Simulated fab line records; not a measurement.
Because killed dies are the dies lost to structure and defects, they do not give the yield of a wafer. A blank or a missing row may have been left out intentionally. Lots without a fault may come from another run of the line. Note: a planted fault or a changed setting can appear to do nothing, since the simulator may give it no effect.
fab line records    flow ritCmos
record: lots: 6  wafers: 18  lastDay: 8
route steps=202 shown ACTIVE@3 FOX1@20 FOX2@23 NWELL@28 PWELL@39 M1@202
lots that met no fault: taken from a fault-free run of the same line
startH: hours from the record's opening day to when the first of the lot's shown wafers began    waitH: hours from the lot's prior step to this one    " unchanged from the row above    L1.1+2: several wafers, shown together as one row    - value missing, or start not given    * or withheld: withheld    < > ~ a bound
route shown NAME@n: NAME is a module with steps in the file, n the number in the route of the first one    usual: mean/standard deviation taken from wafers without a fault    same: alike in all rows    chamber/n: place in a boat    sites: each site's reading    _std_site: how widely they spread, as a standard deviation    _edge_site: mean of outer sites minus mean of inner sites    radiusMm: how far each site lies from the wafer's centre    mask NAME#n: copy n    behind: the most recent tool/chamber to have shaped the wafer    hold: the reason the lot was held/the length of the hold in hours/how it ended    device: which transistor (n, p or np) failed to switch    end of line: the tests these same wafers got at the end of their route    step lacking rows: just its recipe    killed: at the first sort, the dies lost to defects and structure; wafer yield is something else    map: the dies of a wafer, with x for killed, . for not killed, _ for no die there
set.NAME: the setting as run; set.NAME@STEP: as run at that earlier step    model.NAME: the simulator's own value behind a step, which no gauge read
a table for each step, a row for each wafer; lots at some steps of the route
services: the hour from which a tool's chamber was out of use, counted from the record's first day as startH (under 0 if before that day), plus the number of hours and why
== steps ==
step: RIT_ACTIVE_THK_MEAS_02
recipe: reads: SiO2_of_ACTIVE_OXIDATION_01
usual: ACTIVE_OXIDE_THK: 46.6/1
lot.wafer  tool          chamber  startH  waitH  ACTIVE_OXIDE_THK[nm]
L342.1     filmMetro-03  -        28.20   0.0    47.5
L342.3     "             -        "       "      48.6
L342.5     "             -        "       "      48.7
L343.2     filmMetro-04  -        32.06   0.0    46.6
L343.3     "             -        "       "      46.3
L343.6     "             -        "       "      45.3
L349.1     filmMetro-03  -        62.42   0.0    46.2
L349.2     "             -        "       "      45.7
L349.5     "             -        "       "      45.2
L356.1     filmMetro-03  -        98.67   0.0    46.9
L356.2     "             -        "       "      46.6
L356.6     "             -        "       "      46.7
L360.1     filmMetro-02  -        119.54  0.0    46.9
L360.2     "             -        "       "      46.4
L360.5     "             -        "       "      46.0
L361.1     filmMetro-03  -        125.18  0.0    46.1
L361.4     "             -        "       "      45.5
L361.5     "             -        "       "      45.5
step: RIT_ACTIVE_CVD_03
recipe: material: Si3N4  targetThkNm: 150  tempC: 810  precursor: SiH2Cl2/NH3  timeS: 1500  pressureMtorr: 300  sih2cl2FlowSccm: 60  nh3FlowSccm: 150
step: RIT_ACTIVE_THK_MEAS_04
recipe: reads: Si3N4_of_ACTIVE_CVD_03
usual: ACTIVE_NITRIDE_THK: 149.2/1.5
lot.wafer  tool          chamber  startH  waitH  ACTIVE_NITRIDE_THK[nm]
L342.1     filmMetro-03  -        29.68   0.0    148.7
L342.3     "             -        "       "      150.0
L342.5     "             -        "       "      150.1
L343.2     filmMetro-03  -        33.58   0.0    149.8
L343.3     "             -        "       "      149.7
L343.6     "             -        "       "      150.1
L349.1     filmMetro-02  -        63.89   0.0    149.7
L349.2     "             -        "       "      148.7
L349.5     "             -        "       "      149.1
L356.1     filmMetro-03  -        100.14  0.0    149.2
L356.2     "             -        "       "      149.9
L356.6     "             -        "       "      149.6
L360.1     filmMetro-03  -        121.01  0.0    150.2
L360.2     "             -        "       "      148.7
L360.5     "             -        "       "      149.8
L361.1     filmMetro-04  -        127.36  0.0    151.7
L361.4     "             -        "       "      150.1
L361.5     "             -        "       "      151.0
step: RIT_ACTIVE_HMDS_05
recipe: primeTimeS: 60  primeTempC: 140
step: RIT_ACTIVE_COAT_06
recipe: resist: NOVOLAK  spinRpm: 3250  resistThkNm: 1000
step: RIT_ACTIVE_SOFTBAKE_07
recipe: resist: NOVOLAK  tempC: 90  timeS: 60
step: RIT_ACTIVE_EXPOSE_08
recipe: maskId: M1  na: 0.6  sourceShape: conventional  sigmaOuter: 0.6  targetCdNm: 1400  doseMj: 225
step: RIT_ACTIVE_PEB_09
recipe: resist: NOVOLAK  tempC: withheld  timeS: withheld
step: RIT_ACTIVE_DEVELOP_10
recipe: resist: NOVOLAK  developTimeS: 50  devTempC: 23
step: RIT_ACTIVE_CD_MEAS_11
recipe: targetCdNm: 1400
usual: cdNm: 1400.3/2.2
lot.wafer  tool      chamber  startH  waitH  cdNm
L342.1     cdSem-02  -        30.71   -      1401.4
L342.3     "         -        "       "      1399.2
L342.5     "         -        "       "      1397.8
L343.2     cdSem-02  -        34.50   -      1398.9
L343.3     "         -        "       "      1398.9
L343.6     "         -        "       "      1396.7
L349.1     cdSem-01  -        65.10   -      1400.7
L349.2     "         -        "       "      1401.8
L349.5     "         -        "       "      1400.4
L356.1     cdSem-01  -        101.18  -      1401.0
L356.2     "         -        "       "      1400.8
L356.6     "         -        "       "      1399.5
L360.1     cdSem-01  -        121.92  -      1397.7
L360.2     "         -        "       "      1397.4
L360.5     "         -        "       "      1395.4
L361.1     cdSem-01  -        128.27  -      1398.3
L361.4     "         -        "       "      1396.7
L361.5     "         -        "       "      1399.7
step: RIT_ACTIVE_HARDBAKE_12
recipe: resist: NOVOLAK  tempC: 140  timeS: 60
step: RIT_ACTIVE_ETCH_13
recipe: stopOn: SiO2  chemistry: SF6  target: Si3N4  timeS: 210  overEtchFrac: 0.4  SF6_flow_sccm: 200  pressureMtorr: 260  rfW: 125  targetDepthA: 2100
usual: SF6_flow_sccm: 200.1/0.58  chamberPressureMTorr: 259.99/0.24  drypumpMotorCurrentA: 5.6/0.57  oesProductAu: 0.816/0.014  throttleValvePct: 7.48/0.12
lot.wafer  tool        chamber  startH  waitH  SF6_flow_sccm  chamberPressureMTorr  drypumpMotorCurrentA  oesProductAu  rfHoursCounterH  throttleValvePct
L342.1     rieDiel-01  0        30.98   0.1    200.8          260.22                5.4                   0.822         2                7.41
L342.3     "           2        "       "      199.3          259.87                6.8                   0.812         117              7.65
L342.5     "           1        "       "      199.6          259.33                4.9                   0.802         -                7.58
L343.2     rieDiel-04  2        34.75   0.1    201.0          260.26                6.1                   0.850         165              7.49
L343.3     "           3        "       "      200.6          259.60                5.4                   0.834         39               7.40
L343.6     "           2        "       "      200.1          260.05                6.1                   0.838         -                7.50
L349.1     rieDiel-04  0        65.48   0.1    200.5          259.69                5.5                   0.829         112              7.52
L349.2     "           3        "       "      200.1          259.58                5.4                   0.829         40               7.39
L349.5     "           3        "       "      200.5          259.90                5.4                   0.824         -                7.38
L356.1     rieDiel-01  2        101.45  0.1    200.3          260.03                6.8                   0.807         118              7.64
L356.2     "           3        "       "      200.5          260.07                5.9                   0.810         37               7.34
L356.6     "           1        "       "      200.5          259.82                4.9                   0.796         -                7.59
L360.1     rieDiel-01  3        122.19  0.1    198.8          260.66                5.9                   0.807         38               7.37
L360.2     "           2        "       "      199.4          260.04                6.7                   0.804         119              7.67
L360.5     "           2        "       "      200.8          260.14                6.7                   0.815         -                7.63
L361.1     rieDiel-04  2        128.54  0.1    199.1          259.75                6.1                   0.830         1                7.50
L361.4     "           0        "       "      199.2          259.61                5.5                   0.834         113              7.52
L361.5     "           3        "       "      199.6          259.99                5.4                   0.823         -                7.40
step: RIT_ACTIVE_STRIP_14
recipe: chemistry: O2  timeS: 180  resist: NOVOLAK  platenTempC: withheld  powerW: 500  pressureMtorr: 4000  o2FlowSccm: 4000
usual: chamberPressureMTorr: 4000/4  drypumpMotorCurrentA: 5.6/0.46
lot.wafer  tool            chamber  startH  waitH  chamberPressureMTorr  drypumpMotorCurrentA  rfHoursCounterH
L342.1     plasmaAsher-01  1        31.11   0.1    4001                  6.0                   35
L342.3     "               1        "       "      3998                  6.0                   -
L342.5     "               1        "       "      3998                  6.0                   -
L343.2     plasmaAsher-02  0        34.89   0.1    3999                  5.8                   38
L343.3     "               1        "       "      3999                  5.6                   -
L343.6     "               1        "       "      4006                  5.6                   -
L349.1     plasmaAsher-01  1        65.62   0.1    4008                  6.0                   38
L349.2     "               0        "       "      3995                  4.7                   38
L349.5     "               1        "       "      4003                  6.0                   -
L356.1     plasmaAsher-02  0        101.58  0.1    3996                  5.8                   43
L356.2     "               1        "       "      4005                  5.6                   43
L356.6     "               0        "       "      4001                  5.8                   -
L360.1     plasmaAsher-02  0        122.33  0.1    4005                  5.8                   45
L360.2     "               1        "       "      4000                  5.6                   45
L360.5     "               1        "       "      3998                  5.6                   -
L361.1     plasmaAsher-04  1        128.68  0.1    4004                  5.9                   1
L361.4     "               1        "       "      4004                  5.9                   -
L361.5     "               0        "       "      3998                  5.8                   -
step: RIT_ACTIVE_CD_MEAS_90
recipe: targetCdNm: 1400
usual: cdNm: 1400.2/2.1
lot.wafer  tool      chamber  startH  waitH  cdNm
L342.1     cdSem-02  -        31.29   0.1    1401.7
L342.3     "         -        "       "      1399.2
L342.5     "         -        "       "      1397.9
L343.2     cdSem-01  -        35.08   0.1    1399.3
L343.3     "         -        "       "      1399.1
L343.6     "         -        "       "      1396.5
L349.1     cdSem-01  -        65.79   0.1    1400.8
L349.2     "         -        "       "      1401.8
L349.5     "         -        "       "      1400.3
L356.1     cdSem-01  -        101.86  0.2    1400.9
L356.2     "         -        "       "      1400.5
L356.6     "         -        "       "      1399.9
L360.1     cdSem-01  -        122.50  0.1    1397.7
L360.2     "         -        "       "      1397.9
L360.5     "         -        "       "      1395.6
L361.1     cdSem-01  -        128.85  0.1    1398.1
L361.4     "         -        "       "      1396.7
L361.5     "         -        "       "      1399.2
step: RIT_ACTIVE_CLEAN_15
recipe: chemistry: SC1  mix: 3:3:50  timeS: 600  tempC: 75
step: RIT_ACTIVE_CLEAN_16
recipe: chemistry: dHF  dilution: 50:1  timeS: 30
step: RIT_ACTIVE_CLEAN_17
recipe: chemistry: SC2  mix: 3:3:50  timeS: 600  tempC: 75  dry: n2Spin
step: RIT_FOX1_OXIDATION_00
recipe: tempC: 1100  ambient: H2O  targetThkA: 3507  pH2oTorr: 720  oxTimeS: 1130
step: RIT_FOX1_THK_MEAS_01
recipe: reads: SiO2_of_FOX1_OXIDATION_00
usual: FOX1_OXIDE_THK: 349/5.6
lot.wafer  tool          chamber  startH  waitH  FOX1_OXIDE_THK[nm]
L342.1     filmMetro-01  -        35.92   0.0    343
L342.3     "             -        "       "      347
L342.5     "             -        "       "      346
L343.2     filmMetro-01  -        39.26   0.0    354
L343.3     "             -        "       "      354
L343.6     "             -        "       "      351
L349.1     filmMetro-01  -        69.65   0.0    345
L349.2     "             -        "       "      352
L349.5     "             -        "       "      352
L356.1     filmMetro-04  -        104.44  0.0    353
L356.2     "             -        "       "      350
L356.6     "             -        "       "      352
L360.1     filmMetro-04  -        127.81  0.0    343
L360.2     "             -        "       "      338
L360.5     "             -        "       "      342
L361.1     filmMetro-01  -        133.69  0.0    353
L361.4     "             -        "       "      355
L361.5     "             -        "       "      356
step: RIT_FOX1_WET_ETCH_02
recipe: chemistry: BOE  targetDepthNm: 350  timeS: 390  tempC: 21.5  dry: n2Spin  dilution: 10:1  target: SiO2
step: RIT_FOX2_OXIDATION_00
recipe: tempC: 1100  ambient: H2O  targetThkA: 3507  pH2oTorr: 720  oxTimeS: 1130
step: RIT_FOX2_THK_MEAS_01
recipe: reads: SiO2_of_FOX2_OXIDATION_00
usual: FOX2_OXIDE_THK: 351/6.7
lot.wafer  tool          chamber  startH  waitH  FOX2_OXIDE_THK[nm]
L342.1     filmMetro-01  -        40.03   0.0    340
L342.3     "             -        "       "      341
L342.5     "             -        "       "      338
L343.2     filmMetro-04  -        41.04   0.0    350
L343.3     "             -        "       "      350
L343.6     "             -        "       "      349
L349.1     filmMetro-03  -        71.49   0.0    346
L349.2     "             -        "       "      349
L349.5     "             -        "       "      347
L356.1     filmMetro-01  -        107.79  0.0    352
L356.2     "             -        "       "      359
L356.6     "             -        "       "      355
L360.1     filmMetro-01  -        132.13  0.0    350
L360.2     "             -        "       "      350
L360.5     "             -        "       "      352
L361.1     filmMetro-04  -        136.94  0.0    355
L361.4     "             -        "       "      363
L361.5     "             -        "       "      354
step: RIT_FOX2_CLEAN_02
recipe: chemistry: dHF  dilution: 50:1  timeS: 180
step: RIT_FOX2_WET_ETCH_03
recipe: chemistry: H3PO4  target: Si3N4  targetDepthNm: 195  tempC: 165  timeS: 2700
step: RIT_FOX2_THK_MEAS_90
recipe: reads: SiO2_of_FOX2_OXIDATION_00
usual: FIELD_OXIDE_LEFT_1_THK: 323/6.8
lot.wafer  tool          chamber  startH  waitH  FIELD_OXIDE_LEFT_1_THK[nm]
L342.1     filmMetro-03  -        40.91   0.0    312
L342.3     "             -        "       "      314
L342.5     "             -        "       "      311
L343.2     filmMetro-01  -        41.92   0.0    323
L343.3     "             -        "       "      323
L343.6     "             -        "       "      322
L349.1     filmMetro-03  -        72.36   0.0    318
L349.2     "             -        "       "      321
L349.5     "             -        "       "      319
L356.1     filmMetro-03  -        108.67  0.0    325
L356.2     "             -        "       "      332
L356.6     "             -        "       "      328
L360.1     filmMetro-01  -        133.00  0.0    323
L360.2     "             -        "       "      323
L360.5     "             -        "       "      324
L361.1     filmMetro-03  -        137.88  0.0    328
L361.4     "             -        "       "      335
L361.5     "             -        "       "      326
step: RIT_NWELL_HMDS_00
recipe: primeTimeS: 60  primeTempC: 140
step: RIT_NWELL_COAT_01
recipe: resist: NOVOLAK  spinRpm: 2000  resistThkNm: 1300
step: RIT_NWELL_SOFTBAKE_02
recipe: resist: NOVOLAK  tempC: 90  timeS: 60
step: RIT_NWELL_EXPOSE_03
recipe: maskId: M2  na: 0.57  targetCdNm: 43900  doseMj: 250
step: RIT_NWELL_PEB_04
recipe: resist: NOVOLAK  tempC: withheld  timeS: withheld
step: RIT_NWELL_DEVELOP_05
recipe: resist: NOVOLAK  developTimeS: 68  devTempC: 23
step: RIT_NWELL_OVL_MEAS_06
usual: NWELL_OVL: -0.4/1.3
lot.wafer  tool        chamber  startH  waitH  NWELL_OVL[nm]
L342.1     overlay-02  -        41.85   -      1.6
L342.3     "           -        "       "      0.1
L342.5     "           -        "       "      1.9
L343.2     overlay-01  -        43.07   -      -0.2
L343.3     "           -        "       "      -1.1
L343.6     "           -        "       "      -0.3
L349.1     overlay-01  -        73.55   -      -1.8
L349.2     "           -        "       "      -1.4
L349.5     "           -        "       "      -0.7
L356.1     overlay-01  -        109.61  -      -1.0
L356.2     "           -        "       "      -2.0
L356.6     "           -        "       "      -1.1
L360.1     overlay-02  -        133.94  -      -1.1
L360.2     "           -        "       "      -0.2
L360.5     "           -        "       "      -0.5
L361.1     overlay-01  -        138.95  -      -1.3
L361.4     "           -        "       "      -1.4
L361.5     "           -        "       "      -1.8
step: RIT_NWELL_HARDBAKE_07
recipe: resist: NOVOLAK  tempC: 140  timeS: 120
step: RIT_NWELL_IMPLANT_08
recipe: species: P  energyKev: 170  doseCm2: 5e+13  tiltDeg: 7
step: RIT_NWELL_STRIP_09
recipe: chemistry: O2  timeS: 180  resist: NOVOLAK  platenTempC: withheld  powerW: 500  pressureMtorr: 4000  o2FlowSccm: 4000
usual: chamberPressureMTorr: 4000/3.7  drypumpMotorCurrentA: 5.9/0.48
lot.wafer  tool            chamber  startH  waitH  chamberPressureMTorr  drypumpMotorCurrentA  rfHoursCounterH
L342.1     plasmaAsher-01  1        42.28   0.1    4005                  6.0                   36
L342.3     "               0        "       "      3997                  4.7                   -
L342.5     "               1        "       "      3999                  6.0                   -
L343.2     plasmaAsher-03  0        43.50   0.1    4001                  6.4                   27
L343.3     "               0        "       "      3996                  6.4                   -
L343.6     "               1        "       "      4004                  5.9                   -
L349.1     plasmaAsher-03  0        73.98   0.1    3995                  6.4                   30
L349.2     "               1        "       "      4005                  5.9                   30
L349.5     "               0        "       "      4003                  6.4                   -
L356.1     plasmaAsher-03  1        110.04  0.1    3996                  5.9                   35
L356.2     "               0        "       "      4002                  6.4                   35
L356.6     "               0        "       "      4003                  6.4                   -
L360.1     plasmaAsher-03  1        134.38  0.1    3994                  5.9                   37
L360.2     "               0        "       "      3993                  6.4                   37
L360.5     "               0        "       "      4002                  6.4                   -
L361.1     plasmaAsher-04  1        139.39  0.1    3998                  5.9                   2
L361.4     "               0        "       "      4000                  5.8                   -
L361.5     "               0        "       "      4004                  5.8                   -
step: RIT_NWELL_TW_MEAS_10
usual: NWELL_TW: 2149/30
lot.wafer  tool          chamber  startH  waitH  NWELL_TW
L342.1     filmMetro-03  -        42.46   0.1    2181
L342.3     "             -        "       "      2169
L342.5     "             -        "       "      2173
L343.2     filmMetro-03  -        43.68   0.1    2171
L343.3     "             -        "       "      2172
L343.6     "             -        "       "      2169
L349.1     filmMetro-01  -        74.16   0.1    2097
L349.2     "             -        "       "      2111
L349.5     "             -        "       "      2094
L356.1     filmMetro-01  -        110.22  0.1    2100
L356.2     "             -        "       "      2104
L356.6     "             -        "       "      2119
L360.1     filmMetro-03  -        134.56  0.1    2173
L360.2     "             -        "       "      2185
L360.5     "             -        "       "      2173
L361.1     filmMetro-03  -        139.56  0.1    2183
L361.4     "             -        "       "      2170
L361.5     "             -        "       "      2182
step: RIT_PWELL_HMDS_00
recipe: primeTimeS: 60  primeTempC: 140
step: RIT_PWELL_COAT_01
recipe: resist: NOVOLAK  spinRpm: 2000  resistThkNm: 1300
step: RIT_PWELL_SOFTBAKE_02
recipe: resist: NOVOLAK  tempC: 90  timeS: 60
step: RIT_PWELL_EXPOSE_03
recipe: maskId: M3  na: 0.57  targetCdNm: 43700  doseMj: 250
step: RIT_PWELL_PEB_04
recipe: resist: NOVOLAK  tempC: withheld  timeS: withheld
step: RIT_PWELL_DEVELOP_05
recipe: resist: NOVOLAK  developTimeS: 68  devTempC: 23
step: RIT_M1_PROBE_99
usual: killedAtContacts: 0.0/0.22  killedAtFrontEnd: 6.6/2.7  killedDies: 6.7/2.7  killedOnRim: 1.7/1.4  killedOpen: 3.4/2  killedShort: 3.2/1.8
same: grossDies: 264  killed_at_M0_to_M3: 0  killed_at_M4_up: 0  killedAtBackSide: 0  killedAtOther: 0
lot.wafer  tool       chamber  startH  waitH  killedAtContacts  killedAtFrontEnd  killedDies  killedOnRim  killedOpen  killedShort
L342.1     prober-01  -        81.03   0.1    0                 5                 5           0            1           4
L342.3     prober-01  -        81.13   0.2    0                 3                 3           1            3           0
L342.5     prober-01  -        81.23   0.2    0                 10                10          5            7           3
L349.1     prober-02  -        113.21  0.1    0                 9                 9           3            5           3
L349.2     prober-02  -        113.26  0.1    0                 6                 6           2            4           2
L349.5     prober-02  -        113.41  0.2    0                 11                11          7            3           7
L356.1     prober-01  -        159.78  0.1    1                 27                28          12           4           2
L356.2     prober-01  -        159.83  0.1    0                 19                19          9            0           3
L356.6     prober-01  -        160.03  0.2    0                 30                30          13           5           3
L360.1     prober-02  -        180.17  0.1    0                 30                30          11           1           4
L360.2     prober-02  -        180.22  0.1    0                 28                28          9            5           4
L360.5     prober-02  -        180.37  0.2    0                 28                28          12           8           4
L361.1     prober-02  -        189.16  0.1    0                 6                 6           1            5           1
L361.4     prober-02  -        189.31  0.2    0                 5                 5           0            2           3
L361.5     prober-02  -        189.36  0.2    0                 8                 8           2            4           4
killed by level:class
L342.1 FOX2:geometricParticle:short=1 GATE:geometricParticle:short=1 REOX:geometricParticle:short=1 REOX:geometricParticle:open=1 SILICIDE:geometricParticle:short=1
L342.3 FOX2:geometricParticle:open=1 GATE:geometricParticle:open=1 REOX:geometricParticle:open=1
L342.5 FOX1:geometricParticle:short=2 REOX:geometricParticle:open=2 SPACER:geometricParticle:open=2 FOX1:geometricParticle:open=1 FOX2:geometricParticle:open=1 REOX:geometricParticle:short=1 SILICIDE:geometricParticle:open=1
L349.1 FOX1:geometricParticle:open=2 GATE:geometricParticle:short=2 GATE:geometricParticle:open=1 REOX:geometricParticle:open=1 SPACER:geometricParticle:open=1 SILICIDE:geometricParticle:short=1 NSD:coatMicrobubblePrinted=1
L349.2 GATE:geometricParticle:open=3 FOX1:geometricParticle:short=1 SILICIDE:geometricParticle:short=1 SILICIDE:geometricParticle:open=1
L349.5 GATE:geometricParticle:short=4 FOX1:geometricParticle:short=2 GATE:geometricParticle:open=1 REOX:geometricParticle:open=1 SPACER:geometricParticle:open=1 SILICIDE:geometricParticle:short=1 NSD:coatMicrobubblePrinted=1
L356.1 ACTIVE:unspecified=22 GATE:geometricParticle:open=2 FOX1:geometricParticle:open=1 REOX:geometricParticle:short=1 REOX:geometricParticle:open=1 CONTACT:geometricParticle:short=1
L356.2 ACTIVE:unspecified=16 FOX1:geometricParticle:short=1 FOX2:geometricParticle:short=1 SPACER:geometricParticle:short=1
L356.6 ACTIVE:unspecified=22 REOX:geometricParticle:open=2 SILICIDE:geometricParticle:open=2 FOX1:geometricParticle:short=1 FOX1:geometricParticle:open=1 FOX2:geometricParticle:short=1 GATE:geometricParticle:short=1
L360.1 ACTIVE:unspecified=25 FOX1:geometricParticle:short=1 FOX1:geometricParticle:open=1 FOX2:geometricParticle:short=1 GATE:geometricParticle:short=1 SPACER:geometricParticle:short=1
L360.2 ACTIVE:unspecified=19 FOX2:geometricParticle:open=3 GATE:geometricParticle:short=3 GATE:geometricParticle:open=1 REOX:geometricParticle:short=1 REOX:geometricParticle:open=1
L360.5 ACTIVE:unspecified=16 GATE:geometricParticle:open=3 SILICIDE:geometricParticle:open=3 FOX1:geometricParticle:short=1 FOX1:geometricParticle:open=1 GATE:geometricParticle:short=1 REOX:geometricParticle:short=1 SPACER:geometricParticle:short=1
L361.1 GATE:geometricParticle:open=2 SPACER:geometricParticle:open=2 FOX1:geometricParticle:open=1 FOX2:geometricParticle:short=1
L361.4 ACTIVE:geometricParticle:short=1 GATE:geometricParticle:open=1 GATE:geometricParticle:short=1 SPACER:geometricParticle:open=1 SILICIDE:geometricParticle:short=1
L361.5 FOX1:geometricParticle:short=1 FOX2:geometricParticle:short=1 GATE:geometricParticle:open=1 GATE:geometricParticle:short=1 REOX:geometricParticle:open=1 SPACER:geometricParticle:short=1 SPACER:geometricParticle:open=1 SILICIDE:geometricParticle:open=1
map L356.6 (x killed, . not)
________......._______
_____x............____
____...............___
___.................__
__......x............_
__x..........x......._
_...................x.
_.....................
_.....................
_.....................
__................x.._
__...........x.xxxxxx_
___.....x.x...xxxxxx__
____..........xxxxx___
_____..........xxx____
________......x_______
map L360.1 (x killed, . not)
________......._______
_____.............____
____...............___
___.................__
__..x.......x........_
__..................._
_.....................
_..x..................
_............x........
_.....................
__..............x.x.._
__............xxxxxxx_
___...........xxxxxx__
____..........xxxxx___
_____....x....xxxx____
________......x_______
== services ==
tool            chamber  startH  hours  kind
plasmaAsher-04  -        7.50    5.9    repair
plasmaAsher-02  -        30.61   0.4    repair
rieDiel-04      3        43.40   5.6    repair
rieDiel-04      2        63.99   -      clean
rieDiel-04      2        63.99   14.8   scheduledDown
rieDiel-04      2        63.99   14.8   ventCycle
rieDiel-04      -        78.62   0.8    repair
plasmaAsher-02  -        83.87   14.6   pm
plasmaAsher-01  -        103.33  0.4    repair
plasmaAsher-04  -        108.75  9.0    pm
plasmaAsher-04  0        108.75  9.0    ventCycle
plasmaAsher-04  1        108.75  9.0    ventCycle
plasmaAsher-04  0        117.75  -      clean
plasmaAsher-04  1        117.75  -      clean
== key ==
firstSign: step: RIT_M1_PROBE_99  reading: killedDies  direction: up  sigmas: 7.5  usual: 6.7  struck: 27.2
effect: step: RIT_M1_PROBE_99  reading: killedAtFrontEnd  direction: up  sigmas: 7.4  usual: 6.6  struck: 27
metAt RIT_ACTIVE_STRIP_14
struckWafers L356.1,L356.2,L356.6,L360.1,L360.2,L360.5
testerLeftOut L356,L360
onsetBetween 34.89 101.58
alsoFits RIT_ACTIVE_ETCH_13:rieDiel-01,RIT_NWELL_STRIP_09:plasmaAsher-03
fault: kind: chamberParticleSource  tool: plasmaAsher-02  chamber: -  onsetH: 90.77  steps: RIT_ACTIVE_STRIP_14  ratePerVisitCm2: 1.1648  endH: 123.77
testerLeftOut: of these lots the tester's yield and bins aren't shown, on N5 and GAA mostly nor the transistor test; their killed dies are dies lost to structure and defects alone, not to doping, threshold or leakage, so they don't give the yield
